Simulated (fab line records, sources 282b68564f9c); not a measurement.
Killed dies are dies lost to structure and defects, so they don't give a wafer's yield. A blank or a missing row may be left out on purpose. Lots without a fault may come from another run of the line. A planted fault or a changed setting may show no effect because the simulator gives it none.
Chamber matching | flow rit_cmos | RIT_SPACER_ETCHBACK_05 on rie_diel-03: 4 sister chambers
The step etches Si3N4 in SF6/CHF3, stops on SiO2, target depth 250 nm, time 240 s. 16 wafers are shown with their chamber, then 8 later ones without.

WAFERS WITH THEIR CHAMBER
wafer  | chamber | throttle_valve_pct (%) | drypump_motor_current_A (A) | oes_product_au (a.u.)
L680.2 | 3       | 10.03                  | 6.2                         | 0.843
L680.3 | 2       | 10.26                  | 5.6                         | 0.856
L680.5 | 2       | 10.26                  | 5.6                         | 0.850
L682.2 | 2       | 10.25                  | 5.6                         | 0.844
L682.4 | 0       | 10.37                  | 6.0                         | 0.839
L682.5 | 0       | 10.36                  | 5.9                         | 0.842
L684.2 | 3       | 10.06                  | 6.1                         | 0.841
L684.3 | 2       | 10.26                  | 5.6                         | 0.847
L684.5 | 1       | 10.48                  | 5.3                         | 0.854
L686.2 | 1       | 10.47                  | 5.3                         | 0.838
L686.3 | 0       | 10.37                  | 6.0                         | 0.824
L686.6 | 3       | 10.06                  | 6.1                         | 0.841
L692.3 | 1       | 10.48                  | 5.3                         | 0.844
L692.4 | 2       | 10.24                  | 5.6                         | 0.843
L692.5 | 3       | 10.03                  | 6.1                         | 0.852
L693.4 | 1       | 10.47                  | 5.3                         | 0.842

SIGNATURES (means of the wafers above)
reading                 | chamber 0 | chamber 1 | chamber 2 | chamber 3 | scatter within a chamber
throttle_valve_pct      | 10.3667   | 10.4750   | 10.2540   | 10.0450   | 0.0107
drypump_motor_current_A | 5.967     | 5.300     | 5.600     | 6.125     | 0.0344
oes_product_au          | 0.83500   | 0.84450   | 0.84800   | 0.84425   | 0.00657
Rule: a wafer's distance from a chamber is the root of the sum, over the readings, of the square of ((its reading less the chamber's mean) divided by the reading's scatter). The wafer belongs to the nearest chamber; if the next one is less than 2 further off, it can't be placed. The scatter: the root of (the sum of the squares of (reading less its chamber's mean) over the shown wafers, divided by (wafers less chambers)).

WAFERS WITHOUT THEIR CHAMBER
wafer  | throttle_valve_pct (%) | drypump_motor_current_A (A) | oes_product_au (a.u.)
L693.5 | 10.35                  | 5.9                         | 0.837
L693.6 | 10.47                  | 5.3                         | 0.832
L696.1 | 10.04                  | 6.1                         | 0.889
L696.3 | 10.28                  | 5.6                         | 0.863
L696.4 | 10.37                  | 5.9                         | 0.854
L700.1 | 10.37                  | 5.9                         | 0.834
L700.2 | 10.03                  | 6.1                         | 0.864
L700.5 | 10.36                  | 5.9                         | 0.839

WHICH CHAMBER EACH WENT THROUGH
wafer  | from the rows above | in truth
L693.5 | 0                   | 0
L693.6 | 1                   | 1
L696.1 | 3                   | 3
L696.3 | 2                   | 2
L696.4 | 0                   | 0
L700.1 | 0                   | 0
L700.2 | 3                   | 3
L700.5 | 0                   | 0
Placed correctly: 8 of 8. Can't be placed from these rows: 0. Placed wrongly: 0.
